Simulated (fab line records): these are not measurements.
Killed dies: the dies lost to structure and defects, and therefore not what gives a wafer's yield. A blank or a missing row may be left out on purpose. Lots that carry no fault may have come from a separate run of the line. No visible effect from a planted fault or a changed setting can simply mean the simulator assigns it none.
Struck lot and sound lot, side by side	flow berkeley-cmos170	14 steps out of a route of 331
Sound: these wafers, L571.3, L571.4, L571.5. Struck: wafers L575.1, L575.2, L575.4. Last of all comes the cause.
For every step that has rows: the tool of each side, followed by ch and its chambers, followed by its first start. Under that, the readings that differ: sound wafers	struck wafers	difference of the means	sigmas: that difference in standard deviations of wafers without a fault.
alike: words and numbers the same on both sides, and readings whose means are apart by under 2 such deviations; not compared: readings that were withheld, readings missing a value for some wafer, numbers with overlapping values and no deviation given by the record, and bounds like >300 which may hide the same value.
Wherever a step has rows on one side only, a row that says differs or no value, or a row with sigmas, the two part there. When numbers do not overlap yet have no deviation, they are printed without sigmas and do not part them. A reading that every wafer of one side lacks parts them only if that side has two wafers or more.

first, 1 step without rows for these wafers: UCB170_ACTIVE_DEVELOP_12 (develop time 47.04 s).
UCB170_ACTIVE_CD_MEAS_13: the cd target is 1200 nm.
  sound: cd-sem-01 at day 5 22:28; struck: cd-sem-01 at day 6 19:31
  alike: cd-nm
UCB170_ACTIVE_OVL_MEAS_14:
  sound: overlay-01 at day 5 22:33; struck: overlay-02 at day 6 19:39
reading	sound	struck	difference	sigmas
ACTIVE_OVL (nm)	7 1 6	-7 -6 -7	-11	-2
UCB170_ACTIVE_ETCH_15: etches Si3N4 in CH3F/Ar/O2, stops on SiO2, target depth 242 nm, time 151 s.
  sound on rie-diel-03 ch 0,1,2, day 5 22:34; struck on rie-diel-04 ch 0,1,2, day 6 19:41
  alike: O2_flow_sccm, drypump-motor-current-A, oes-product-au, rf-fwd-power-W, throttle-valve-pct
  not compared: rf-hours-counter-h
UCB170_ACTIVE_STRIP_16: strips in O2.
  sound on plasma-asher-01 ch 0,1, day 5 22:43; struck on plasma-asher-01 ch 0,1, day 6 19:47
  alike: drypump-motor-current-A, oes-product-au, strip-time-to-endpoint-s
  not compared: rf-hours-counter-h
UCB170_ACTIVE_CD_MEAS_90: the cd target is 1200 nm.
  sound: cd-sem-01 at day 5 22:49; struck: cd-sem-01 at day 6 19:53
  alike: cd-nm
then, 6 steps without rows for these wafers: UCB170_ACTIVE_CLEAN_17 (cleans in SPM, time 600 s); UCB170_PFIELD_HMDS_00 (prime time 60 s); UCB170_PFIELD_COAT_01 (resist thk 900 nm); UCB170_PFIELD_SOFTBAKE_02 (time 60 s); UCB170_PFIELD_EXPOSE_03 (exposes mask PFIELD, target cd 1500 nm); UCB170_PFIELD_PEB_04.
UCB170_PFIELD_DEVELOP_05: develop time 45 s.
  struck on litho-track-02, day 6 21:00; sound on litho-track-02 ch 0, day 6 00:00
  no value came back on the struck wafers for chill-plate-temp-C (C), develop-time-s (s), developer-temp-C (C); on the sound wafers chill-plate-temp-C (C) reads 23.06 22.91 23.05
reading	sound	struck	difference	sigmas
model.KrF_of_PFIELD_COAT_01.thk-nm (nm)	886.3 887.2 889.3	902.4 901.8 902	+14.5	
UCB170_PFIELD_OVL_MEAS_06:
  sound: overlay-02 at day 6 00:49; struck: overlay-02 at day 6 21:25
reading	sound	struck	difference	sigmas
PFIELD_OVL (nm)	-11 -8 -14	- - -	no value on the struck wafers	

WHERE THEY PART
Earliest at UCB170_ACTIVE_OVL_MEAS_14; latest, in this record, at UCB170_PFIELD_OVL_MEAS_06.

WHY: what the simulator had put in
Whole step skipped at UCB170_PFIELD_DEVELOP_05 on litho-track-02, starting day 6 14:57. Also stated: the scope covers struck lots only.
